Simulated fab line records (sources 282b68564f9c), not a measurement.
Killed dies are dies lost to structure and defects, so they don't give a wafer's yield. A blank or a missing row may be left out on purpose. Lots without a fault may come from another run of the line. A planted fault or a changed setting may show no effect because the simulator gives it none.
fab line records | flow ritCmos
record: lots: 6 | wafers: 17 | lastDay: 7
route steps=202 shown M1@184
lots untouched by any fault: they come from a run of this same line in which no faults occurred
startH: start of the lot's first displayed wafer, in hours after the record's first day | waitH: hours elapsed since this lot's preceding step | " same as the row above | L1.1+2: one row covering several wafers at once | - no value, or no start given | * or withheld: withheld | < > ~ a bound
route shown NAME@n: a module of which the file shows steps, and the number in the route of the first | usual: average and standard deviation across the fault-free wafers | same: alike in all rows | chamber/n: place in a boat | sites: readings site by site | _std_site: standard deviation across them | _edge_site: mean of outer sites minus mean of inner sites | radiusMm: for every site, how far away it sits from the centre of the wafer | mask NAME#n: copy n | behind: tool/chamber where the wafer was last shaped | hold: what put the lot on hold/how long, in hours/how the hold closed | device: names the non-switching transistor (n, p or np) | end of line: the tests these same wafers got at the end of their route | a step without rows: its recipe alone | killed: not the wafer's yield, but the dies lost to structure and defects at the first sort | map: per-die view of a wafer (x killed, . not killed, _ where there is no die)
set.NAME: the setting that was run; set.NAME@STEP: the one run at that earlier step | model.NAME: the simulator's own value behind a step, which no gauge read
lots at some steps of the route; a table a step, a row a wafer
services: the hour from which a tool's chamber was out of use, counted from the record's first day as startH (under 0 if before that day), plus the number of hours and why
== steps ==
step: RIT_M1_SPUTTER_00
recipe: material: Al | targetThkNm: 400 | powerW: 2000 | chamberPressurePa: 0.4195 | gas: Ar | timeS: 500 | substrateTempC: 25
usual: throttleValvePct: 30.4/1
lot.wafer | tool          | chamber | startH | waitH | throttleValvePct
L492.2    | pvdSputter-01 | -       | 54.63  | 0.0   | 29.4
L492.3    | "             | -       | "      | "     | 28.8
L492.6    | "             | -       | "      | "     | 29.8
L501.3    | pvdSputter-02 | -       | 102.85 | 0.0   | 30.8
L501.5    | "             | -       | "      | "     | 30.7
L501.6    | "             | -       | "      | "     | 30.9
L510.2    | pvdSputter-03 | -       | 142.50 | 0.0   | 31.9
L510.4    | "             | -       | "      | "     | 30.7
L510.5    | "             | -       | "      | "     | 30.7
L511.3    | pvdSputter-02 | -       | 147.19 | 0.0   | 28.6
L511.5    | "             | -       | "      | "     | 31.2
L511.6    | "             | -       | "      | "     | 30.8
L512.1    | pvdSputter-03 | -       | 152.55 | 0.0   | 31.2
L512.5    | "             | -       | "      | "     | 29.1
L514.2    | pvdSputter-03 | -       | 162.56 | 0.0   | 30.9
L514.3    | "             | -       | "      | "     | 31.8
L514.5    | "             | -       | "      | "     | 31.1
step: RIT_M1_RS_MEAS_01
recipe: thkMeasGauge: four-point-probe | reads: Al_of_M1_SPUTTER_00
usual: M1_AL_RS: 0.0751/0.0011
lot.wafer | tool         | chamber | startH | waitH | M1_AL_RS[ohm/sq]
L492.2    | filmMetro-02 | -       | 54.94  | 0.2   | 0.0758
L492.3    | "            | -       | "      | "     | 0.0751
L492.6    | "            | -       | "      | "     | 0.0747
L501.3    | filmMetro-01 | -       | 103.18 | 0.2   | 0.0735
L501.5    | "            | -       | "      | "     | 0.0729
L501.6    | "            | -       | "      | "     | 0.0741
L510.2    | filmMetro-03 | -       | 142.82 | 0.2   | 0.0765
L510.4    | "            | -       | "      | "     | 0.0749
L510.5    | "            | -       | "      | "     | 0.0755
L511.3    | filmMetro-01 | -       | 147.53 | 0.2   | 0.0750
L511.5    | "            | -       | "      | "     | 0.0733
L511.6    | "            | -       | "      | "     | 0.0744
L512.1    | filmMetro-03 | -       | 152.85 | 0.1   | 0.0755
L512.5    | "            | -       | "      | "     | 0.0757
L514.2    | filmMetro-01 | -       | 162.87 | 0.2   | 0.0767
L514.3    | "            | -       | "      | "     | 0.0775
L514.5    | "            | -       | "      | "     | 0.0765
step: RIT_M1_THK_MEAS_02
recipe: thkMeasGauge: xrf | reads: Al_of_M1_SPUTTER_00
usual: M1_AL_THK: 393/6.1
lot.wafer | tool         | chamber | startH | waitH | M1_AL_THK[nm]
L492.2    | filmMetro-02 | -       | 55.05  | 0.1   | 387
L492.3    | "            | -       | "      | "     | 392
L492.6    | "            | -       | "      | "     | 393
L501.3    | filmMetro-01 | -       | 103.28 | 0.1   | 402
L501.5    | "            | -       | "      | "     | 405
L501.6    | "            | -       | "      | "     | 399
L510.2    | filmMetro-03 | -       | 142.93 | 0.1   | 386
L510.4    | "            | -       | "      | "     | 395
L510.5    | "            | -       | "      | "     | 391
L511.3    | filmMetro-01 | -       | 147.63 | 0.1   | 395
L511.5    | "            | -       | "      | "     | 406
L511.6    | "            | -       | "      | "     | 397
L512.1    | filmMetro-03 | -       | 152.97 | 0.1   | 394
L512.5    | "            | -       | "      | "     | 392
L514.2    | filmMetro-01 | -       | 162.98 | 0.1   | 388
L514.3    | "            | -       | "      | "     | 383
L514.5    | "            | -       | "      | "     | 387
step: RIT_M1_HMDS_03
recipe: primeTimeS: 60 | primeTempC: 140
step: RIT_M1_COAT_04
recipe: resist: NOVOLAK | spinRpm: 2000 | resistThkNm: 1300
step: RIT_M1_SOFTBAKE_05
recipe: resist: NOVOLAK | tempC: 90 | timeS: 60
step: RIT_M1_EXPOSE_06
recipe: maskId: M12 | na: 0.6 | sourceShape: conventional | sigmaOuter: 0.5 | targetCdNm: 2600 | doseMj: 250
step: RIT_M1_PEB_07
recipe: resist: NOVOLAK | tempC: withheld | timeS: withheld
step: RIT_M1_DEVELOP_08
recipe: resist: NOVOLAK | developTimeS: 68 | devTempC: 23
step: RIT_M1_CD_MEAS_09
recipe: targetCdNm: 2600
usual: cdNm: 2599.9/2.6
lot.wafer | tool     | chamber | startH | waitH | cdNm
L492.2    | cdSem-02 | -       | 56.00  | -     | 2600.9
L492.3    | "        | -       | "      | "     | 2599.7
L492.6    | "        | -       | "      | "     | 2600.5
L501.3    | cdSem-01 | -       | 104.24 | -     | 2605.0
L501.5    | "        | -       | "      | "     | 2604.5
L501.6    | "        | -       | "      | "     | 2606.1
L510.2    | cdSem-02 | -       | 144.00 | -     | 2601.1
L510.4    | "        | -       | "      | "     | 2599.3
L510.5    | "        | -       | "      | "     | 2598.3
L511.3    | cdSem-02 | -       | 148.59 | -     | 2598.8
L511.5    | "        | -       | "      | "     | 2598.6
L511.6    | "        | -       | "      | "     | 2599.7
L512.1    | cdSem-02 | -       | 153.91 | -     | 2598.7
L512.5    | "        | -       | "      | "     | 2600.2
L514.2    | cdSem-02 | -       | 163.93 | -     | 2599.8
L514.3    | "        | -       | "      | "     | 2600.8
L514.5    | "        | -       | "      | "     | 2603.0
step: RIT_M1_OVL_MEAS_10
usual: M1_OVL: -0.5/1.1
lot.wafer | tool       | chamber | startH | waitH | M1_OVL[nm]
L492.2    | overlay-02 | -       | 56.11  | 0.1   | -0.3
L492.3    | "          | -       | "      | "     | 2.0
L492.6    | "          | -       | "      | "     | -0.6
L501.3    | overlay-02 | -       | 104.33 | 0.1   | -0.5
L501.5    | "          | -       | "      | "     | -0.4
L501.6    | "          | -       | "      | "     | 1.6
L510.2    | overlay-02 | -       | 144.11 | 0.1   | 2.0
L510.4    | "          | -       | "      | "     | -0.4
L510.5    | "          | -       | "      | "     | -0.8
L511.3    | overlay-02 | -       | 148.68 | 0.1   | -0.2
L511.5    | "          | -       | "      | "     | -1.4
L511.6    | "          | -       | "      | "     | -1.6
L512.1    | overlay-01 | -       | 154.03 | 0.1   | -0.9
L512.5    | "          | -       | "      | "     | -1.9
L514.2    | overlay-02 | -       | 164.04 | 0.1   | -1.0
L514.3    | "          | -       | "      | "     | -0.6
L514.5    | "          | -       | "      | "     | -1.6
step: RIT_M1_HARDBAKE_11
recipe: resist: NOVOLAK | tempC: 139 | timeS: 120
step: RIT_M1_METAL_ETCH_12
recipe: stopOn: SiO2 | chemistry: Cl2/BCl3 | target: Al | timeS: 165 | overEtchFrac: 0.5 | pressureMtorr: 100 | targetDepthA: 6000 | rfW: 250 | Cl2_flow_sccm: 60 | bcl3FlowSccm: 50
usual: drypumpMotorCurrentA: 6.30/0.24 | oesProductAu: 0.769/0.01 | runLengthS: 193.4/0.93 | throttleValvePct: 8.25/0.094
lot.wafer | tool        | chamber | startH | waitH | drypumpMotorCurrentA | oesProductAu | rfHoursCounterH | runLengthS | throttleValvePct | model.NOVOLAK_of_M1_COAT_04.thkNm | model.M1.featureDepthNm | model.etch.depthNm
L492.2    | rieMetal-03 | 1       | 56.61  | 0.2   | 6.01                 | 0.772        | 4               | 193.0      | 8.22             | 800.2                             | 422.3                   | 389.2
L492.3    | "           | 1       | "      | "     | 6.01                 | 0.771        | -               | 193.0      | 8.20             | 797.1                             | 426.7                   | 393.6
L492.6    | "           | 0       | "      | "     | 6.24                 | 0.758        | -               | 193.8      | 8.14             | 805.7                             | 427                     | 394.9
L501.3    | rieMetal-01 | 1       | 104.66 | 0.2   | 6.34                 | 0.773        | -               | 192.6      | 8.37             | 803.4                             | 434.7                   | 401.4
L501.5    | "           | 1       | "      | "     | 6.34                 | 0.775        | -               | 192.8      | 8.36             | 802.9                             | 437.2                   | 404
L501.6    | "           | 0       | "      | "     | 6.63                 | 0.774        | -               | 193.0      | 8.35             | 820.4                             | 429.9                   | 398.1
L510.2    | rieMetal-03 | 1       | 144.39 | 0.2   | 6.03                 | 0.767        | 6               | 193.5      | 8.20             | 800.5                             | 419.8                   | 386.4
L510.4    | "           | 0       | "      | "     | 6.19                 | 0.970        | -               | 99.6       | 8.08             | 996.8                             | 255.8                   | 255.8
L510.5    | "           | 0       | "      | "     | 6.18                 | 0.976        | -               | 99.5       | 8.08             | 997.6                             | 255                     | 255
L511.3    | rieMetal-01 | 1       | 149.01 | 0.2   | 6.35                 | 0.763        | -               | 193.0      | 8.37             | 801.8                             | 426.9                   | 393.7
L511.5    | "           | 1       | "      | "     | 6.37                 | 0.769        | -               | 193.4      | 8.37             | 798.3                             | 435.4                   | 402.1
L511.6    | "           | 0       | "      | "     | 6.62                 | 0.777        | -               | 192.6      | 8.35             | 810.9                             | 428.9                   | 396.9
L512.1    | rieMetal-03 | 0       | 154.32 | 0.2   | 6.21                 | 0.970        | 5               | 99.4       | 8.09             | 996.4                             | 253.2                   | 253.2
L512.5    | "           | 0       | "      | "     | 6.19                 | 0.976        | -               | 99.7       | 8.07             | 999.6                             | 253.3                   | 253.3
L514.2    | rieMetal-01 | 1       | 164.32 | 0.2   | 6.30                 | 0.762        | 2               | 193.1      | 8.37             | 801.8                             | 418.8                   | 385.6
L514.3    | "           | 1       | "      | "     | 6.34                 | 0.755        | -               | 192.5      | 8.38             | 794.9                             | 414.9                   | 381.6
L514.5    | "           | 1       | "      | "     | 6.34                 | 0.756        | -               | 192.7      | 8.38             | 799.3                             | 419.7                   | 386.4
step: RIT_M1_STRIP_13
recipe: chemistry: nmp | resist: NOVOLAK | tempC: 80 | timeS: 600 | dry: n2Spin
step: RIT_M1_STRIP_14
recipe: chemistry: O2 | timeS: 180 | platenTempC: withheld | powerW: 500 | pressureMtorr: 4000 | o2FlowSccm: 4000
usual: drypumpMotorCurrentA: 5.6/0.43
lot.wafer | tool           | chamber | startH | waitH | drypumpMotorCurrentA | rfHoursCounterH
L492.2    | plasmaAsher-02 | 1       | 56.95  | 0.0   | 5.4                  | 40
L492.3    | "              | 0       | "      | "     | 5.7                  | -
L492.6    | "              | 1       | "      | "     | 5.4                  | -
L501.3    | plasmaAsher-01 | 0       | 105.00 | 0.1   | 6.2                  | -
L501.5    | "              | 0       | "      | "     | 6.2                  | -
L501.6    | "              | 1       | "      | "     | 4.8                  | -
L510.2    | plasmaAsher-01 | 0       | 144.73 | 0.0   | 6.2                  | 51
L510.4    | "              | 1       | "      | "     | 4.8                  | -
L510.5    | "              | 1       | "      | "     | 4.8                  | -
L511.3    | plasmaAsher-01 | 1       | 149.35 | 0.1   | 4.8                  | -
L511.5    | "              | 0       | "      | "     | 6.2                  | -
L511.6    | "              | 1       | "      | "     | 4.8                  | -
L512.1    | plasmaAsher-02 | 1       | 154.65 | 0.0   | 5.4                  | 4
L512.5    | "              | 1       | "      | "     | 5.4                  | -
L514.2    | plasmaAsher-01 | 1       | 164.66 | 0.0   | 4.8                  | 53
L514.3    | "              | 1       | "      | "     | 4.8                  | -
L514.5    | "              | 1       | "      | "     | 4.8                  | -
step: RIT_M1_CD_MEAS_90
recipe: targetCdNm: 2600
usual: cdNm: 2599.3/2.8
lot.wafer | tool     | chamber | startH | waitH | hold                    | cdNm
L492.2    | cdSem-01 | -       | 57.15  | 0.1   | -                       | 2602.6
L492.3    | "        | -       | "      | "     | -                       | 2601.3
L492.6    | "        | -       | "      | "     | -                       | 2599.3
L501.3    | cdSem-01 | -       | 105.16 | 0.1   | -                       | 2602.4
L501.5    | "        | -       | "      | "     | -                       | 2601.3
L501.6    | "        | -       | "      | "     | -                       | 2606.5
L510.2    | cdSem-02 | -       | 144.92 | 0.1   | awaitDispo/0.2h/release | 2601.0
L510.4    | "        | -       | "      | "     | awaitDispo/0.2h/release | 2613.9
L510.5    | "        | -       | "      | "     | awaitDispo/0.2h/release | 2612.2
L510.2    | cdSem-02 | -       | 145.21 | 0.3   | -                       | 2600.6
L510.4    | "        | -       | "      | "     | -                       | 2614.0
L510.5    | "        | -       | "      | "     | -                       | 2612.3
L511.3    | cdSem-01 | -       | 149.60 | 0.2   | -                       | 2594.3
L511.5    | "        | -       | "      | "     | -                       | 2596.3
L511.6    | "        | -       | "      | "     | -                       | 2597.9
L512.1    | cdSem-02 | -       | 154.83 | 0.1   | awaitDispo/0.2h/release | 2612.9
L512.5    | "        | -       | "      | "     | awaitDispo/0.2h/release | 2612.8
L512.1    | cdSem-02 | -       | 155.11 | 0.3   | -                       | 2612.7
L512.5    | "        | -       | "      | "     | -                       | 2612.5
L514.2    | cdSem-02 | -       | 164.85 | 0.1   | -                       | 2598.5
L514.3    | "        | -       | "      | "     | -                       | 2599.3
L514.5    | "        | -       | "      | "     | -                       | 2600.6
step: RIT_M1_PROBE_99
usual: defectLimitedYield: 97.4/1.1 | killed_at_M0_to_M3: 0.0/0.14 | killedAtFrontEnd: 6.9/3 | killedDies: 6.9/3 | killedOnRim: 1.9/1.5 | killedOpen: 3.5/2 | killedShort: 3.4/2.1 | sort_bin_3_pad_short: 0.1/0.23 | sort_bin_5_function: 1.5/0.85 | sort_bin_6_memory: 1.0/0.59 | sortNPass: 257.1/3 | sortYieldPct: 97.4/1.1
same: grossDies: 264 | killed_at_M4_up: 0 | killedAtBackSide: 0 | killedAtContacts: 0 | killedAtOther: 0
lot.wafer | tool      | chamber | startH | waitH | hold                    | defectLimitedYield[%] | killed_at_M0_to_M3 | killedAtFrontEnd | killedDies | killedOnRim | killedOpen | killedShort | sort_bin_3_pad_short[%] | sort_bin_5_function[%] | sort_bin_6_memory[%] | sortNPass | sortYieldPct[%]
L492.2    | prober-01 | -       | 59.24  | 0.1   | -                       | 95.8                  | 0                  | 11               | 11         | 4           | 3          | 8           | 0                       | 1.9                    | 2.3                  | 253.0     | 95.8
L492.3    | prober-01 | -       | 59.29  | 0.2   | -                       | 92.8                  | 0                  | 19               | 19         | 7           | 9          | 10          | 0                       | 6.1                    | 1.1                  | 245.0     | 92.8
L492.6    | prober-01 | -       | 59.44  | 0.2   | -                       | 94.7                  | 0                  | 14               | 14         | 6           | 6          | 8           | 0.8                     | 2.7                    | 1.9                  | 250.0     | 94.7
L501.3    | prober-02 | -       | 106.96 | 0.2   | -                       | 97.3                  | 0                  | 7                | 7          | 1           | 4          | 3           | 0                       | 1.5                    | 1.1                  | 257.0     | 97.3
L501.5    | prober-02 | -       | 107.06 | 0.2   | -                       | 98.1                  | 0                  | 5                | 5          | 0           | 2          | 3           | 0.4                     | 0.8                    | 0.8                  | 259.0     | 98.1
L501.6    | prober-02 | -       | 107.11 | 0.2   | -                       | 98.5                  | 0                  | 4                | 4          | 0           | 3          | 1           | 0                       | 0.4                    | 1.1                  | 260.0     | 98.5
L511.3    | prober-02 | -       | 151.40 | 0.2   | -                       | 97.0                  | 0                  | 8                | 8          | 2           | 5          | 3           | 0                       | 1.9                    | 1.1                  | 256.0     | 97.0
L511.5    | prober-02 | -       | 151.50 | 0.2   | -                       | 97.0                  | 0                  | 8                | 8          | 3           | 7          | 1           | 0                       | 1.5                    | 1.5                  | 256.0     | 97.0
L511.6    | prober-02 | -       | 151.55 | 0.2   | -                       | 97.0                  | 0                  | 8                | 8          | 2           | 5          | 3           | 0.4                     | 0.8                    | 1.9                  | 256.0     | 97.0
L510.2    | prober-01 | -       | 151.46 | 0.1   | awaitDispo/0.8h/release | 96.6                  | 1                  | 8                | 9          | 5           | 2          | 5           | 0                       | 2.3                    | 1.1                  | 255.0     | 96.6
L510.4    | prober-01 | -       | 151.56 | 0.2   | awaitDispo/0.8h/release | 0                     | 262                | 2                | 264        | 70          | 1          | 0           | 0                       | 100.0                  | 0                    | 0         | 0
L510.5    | prober-01 | -       | 151.61 | 0.2   | awaitDispo/0.8h/release | 0                     | 259                | 5                | 264        | 70          | 2          | 2           | 0                       | 99.6                   | 0.4                  | 0         | 0
L512.1    | prober-01 | -       | 158.61 | 0.1   | awaitDispo/3.3h/release | 0                     | 260                | 4                | 264        | 70          | 1          | 3           | 0                       | 98.9                   | 1.1                  | 0         | 0
L512.5    | prober-01 | -       | 158.81 | 0.2   | awaitDispo/3.3h/release | 0                     | 257                | 7                | 264        | 70          | 6          | 1           | 0                       | 98.5                   | 1.5                  | 0         | 0
L514.2    | prober-01 | -       | 166.62 | 0.1   | -                       | 97.3                  | 0                  | 7                | 7          | 2           | 5          | 2           | 0.8                     | 0.4                    | 1.5                  | 257.0     | 97.3
L514.3    | prober-01 | -       | 166.67 | 0.2   | -                       | 96.6                  | 0                  | 9                | 9          | 4           | 5          | 4           | 0                       | 3.0                    | 0.4                  | 255.0     | 96.6
L514.5    | prober-01 | -       | 166.77 | 0.2   | -                       | 98.9                  | 0                  | 3                | 3          | 1           | 2          | 1           | 0                       | 0.8                    | 0.4                  | 261.0     | 98.9
killed by level:class
L492.2 GATE:geometricParticle:short=5 FOX2:geometricParticle:short=2 GATE:geometricParticle:open=2 FOX1:geometricParticle:short=1 SPACER:geometricParticle:open=1
L492.3 GATE:geometricParticle:open=5 FOX1:geometricParticle:short=4 GATE:geometricParticle:short=4 FOX1:geometricParticle:open=1 FOX2:geometricParticle:short=1 FOX2:geometricParticle:open=1 REOX:geometricParticle:open=1 SPACER:geometricParticle:short=1
L492.6 SPACER:geometricParticle:short=4 GATE:geometricParticle:short=3 FOX1:geometricParticle:open=2 GATE:geometricParticle:open=2 FOX1:geometricParticle:short=1 REOX:geometricParticle:open=1 SPACER:geometricParticle:open=1
L501.3 FOX1:geometricParticle:open=2 GATE:geometricParticle:short=2 FOX1:geometricParticle:short=1 GATE:geometricParticle:open=1 SPACER:geometricParticle:open=1
L501.5 FOX1:geometricParticle:short=3 REOX:geometricParticle:open=1 SILICIDE:geometricParticle:open=1
L501.6 FOX1:geometricParticle:open=1 FOX1:geometricParticle:short=1 GATE:geometricParticle:open=1 SPACER:geometricParticle:open=1
L511.3 REOX:geometricParticle:open=2 REOX:geometricParticle:short=2 FOX1:geometricParticle:open=1 GATE:geometricParticle:open=1 GATE:geometricParticle:short=1 SPACER:geometricParticle:open=1
L510.2 GATE:geometricParticle:short=2 REOX:geometricParticle:short=2 NWELL:coatMicrobubblePrinted=2 REOX:geometricParticle:open=1 SILICIDE:geometricParticle:open=1 M1:geometricParticle:short=1
L511.5 FOX1:geometricParticle:open=3 GATE:geometricParticle:open=2 GATE:geometricParticle:short=1 REOX:geometricParticle:open=1 SPACER:geometricParticle:open=1
L511.6 GATE:geometricParticle:short=2 REOX:geometricParticle:open=2 FOX2:geometricParticle:open=1 GATE:geometricParticle:open=1 REOX:geometricParticle:short=1 SPACER:geometricParticle:open=1
L510.4 M1:areaEtch=262 SILICIDE:geometricParticle:open=1 NWELL:coatMicrobubblePrinted=1
L510.5 M1:areaEtch=259 FOX1:geometricParticle:open=1 FOX1:geometricParticle:short=1 GATE:geometricParticle:open=1 REOX:geometricParticle:short=1 NWELL:coatMicrobubblePrinted=1
L512.1 M1:areaEtch=260 GATE:geometricParticle:short=3 SILICIDE:geometricParticle:open=1
L512.5 M1:areaEtch=257 SPACER:geometricParticle:open=3 GATE:geometricParticle:open=2 GATE:geometricParticle:short=1 REOX:geometricParticle:open=1
L514.2 GATE:geometricParticle:open=2 SILICIDE:geometricParticle:open=2 FOX1:geometricParticle:open=1 FOX2:geometricParticle:short=1 SILICIDE:geometricParticle:short=1
L514.3 FOX1:geometricParticle:short=3 FOX1:geometricParticle:open=2 FOX2:geometricParticle:open=1 GATE:geometricParticle:short=1 SPACER:geometricParticle:open=1 STARTING-WAFER:geometricParticle:open=1
L514.5 FOX2:geometricParticle:open=1 SPACER:geometricParticle:open=1 SPACER:geometricParticle:short=1
map L510.4 (x killed, . not)
________xxxxxxx_______
_____xxxxxxxxxxxxx____
____xxxxxxxxxxxxxxx___
___xxxxxxxxxxxxxxxxx__
__xxxxxxxxxxxxxxxxxxx_
__xxxxxxxxxxxxxxxxxxx_
_xxxxxxxxxxxxxxxxxxxxx
_xxxxxxxxxxxxxxxxxxxxx
_xxxxxxxxxxxxxxxxxxxxx
_xxxxxxxxxxxxxxxxxxxxx
__xxxxxxxxxxxxxxxxxxx_
__xxxxxxxxxxxxxxxxxxx_
___xxxxxxxxxxxxxxxxx__
____xxxxxxxxxxxxxxx___
_____xxxxxxxxxxxxx____
________xxxxxxx_______
map L512.1 (x killed, . not)
________xxxxxxx_______
_____xxxxxxxxxxxxx____
____xxxxxxxxxxxxxxx___
___xxxxxxxxxxxxxxxxx__
__xxxxxxxxxxxxxxxxxxx_
__xxxxxxxxxxxxxxxxxxx_
_xxxxxxxxxxxxxxxxxxxxx
_xxxxxxxxxxxxxxxxxxxxx
_xxxxxxxxxxxxxxxxxxxxx
_xxxxxxxxxxxxxxxxxxxxx
__xxxxxxxxxxxxxxxxxxx_
__xxxxxxxxxxxxxxxxxxx_
___xxxxxxxxxxxxxxxxx__
____xxxxxxxxxxxxxxx___
_____xxxxxxxxxxxxx____
________xxxxxxx_______
== services ==
tool           | chamber | startH | hours | kind
rieMetal-03    | 0       | 40.45  | 1.5   | repair
rieMetal-03    | -       | 68.85  | 1.4   | pm
plasmaAsher-02 | -       | 70.02  | 8.1   | repair
plasmaAsher-01 | -       | 74.99  | 3.2   | repair
rieMetal-03    | 0       | 87.60  | 15.7  | repair
plasmaAsher-01 | -       | 90.39  | 5.1   | repair
pvdSputter-02  | -       | 91.07  | 1.3   | repair
rieMetal-01    | 1       | 91.55  | 7.0   | repair
plasmaAsher-02 | -       | 108.75 | 9.0   | pm
plasmaAsher-02 | 0       | 108.75 | 9.0   | ventCycle
plasmaAsher-02 | 1       | 108.75 | 9.0   | ventCycle
plasmaAsher-01 | -       | 115.79 | 4.3   | repair
plasmaAsher-02 | 0       | 117.75 | -     | clean
plasmaAsher-02 | 1       | 117.75 | -     | clean
pvdSputter-01  | -       | 121.45 | 1.4   | repair
rieMetal-03    | -       | 157.43 | 2.0   | repair
rieMetal-01    | -       | 157.60 | 2.8   | pm
== key ==
firstSign: step: RIT_M1_METAL_ETCH_12 | reading: runLengthS | direction: down | sigmas: 99+ | usual: * | struck: *
effect: step: RIT_M1_METAL_ETCH_12 | reading: oesProductAu | direction: up | sigmas: 20 | usual: 0.769 | struck: 0.973
effect: step: RIT_M1_CD_MEAS_90 | reading: visit | direction: added
effect: step: RIT_M1_PROBE_99 | reading: killed_at_M0_to_M3 | direction: up | sigmas: 99+ | usual: 0.0 | struck: 259.5
modelEffect: step: RIT_M1_METAL_ETCH_12 | value: NOVOLAK_of_M1_COAT_04.thkNm | without: 812.5 | struck: 997.6
moreKillsBornAt: RIT_M1_METAL_ETCH_12@rieMetal-03: 1038
metAt RIT_M1_METAL_ETCH_12
struckWafers L510.4,L510.5,L512.1,L512.5
laterRowsLeftOut L510.4,L510.5,L512.1,L512.5
onsetBetween 56.61 144.39
fault: kind: processParameterDrift | tool: rieMetal-03 | chamber: 0 | onsetH: 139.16 | steps: RIT_M1_METAL_ETCH_12 | channel: timeS | offset: * | shape: step | endH: 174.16 | stated: *
laterRowsLeftOut: the simulator's readings of these wafers behind a module that went badly wrong aren't trusted and aren't shown, but for the sort
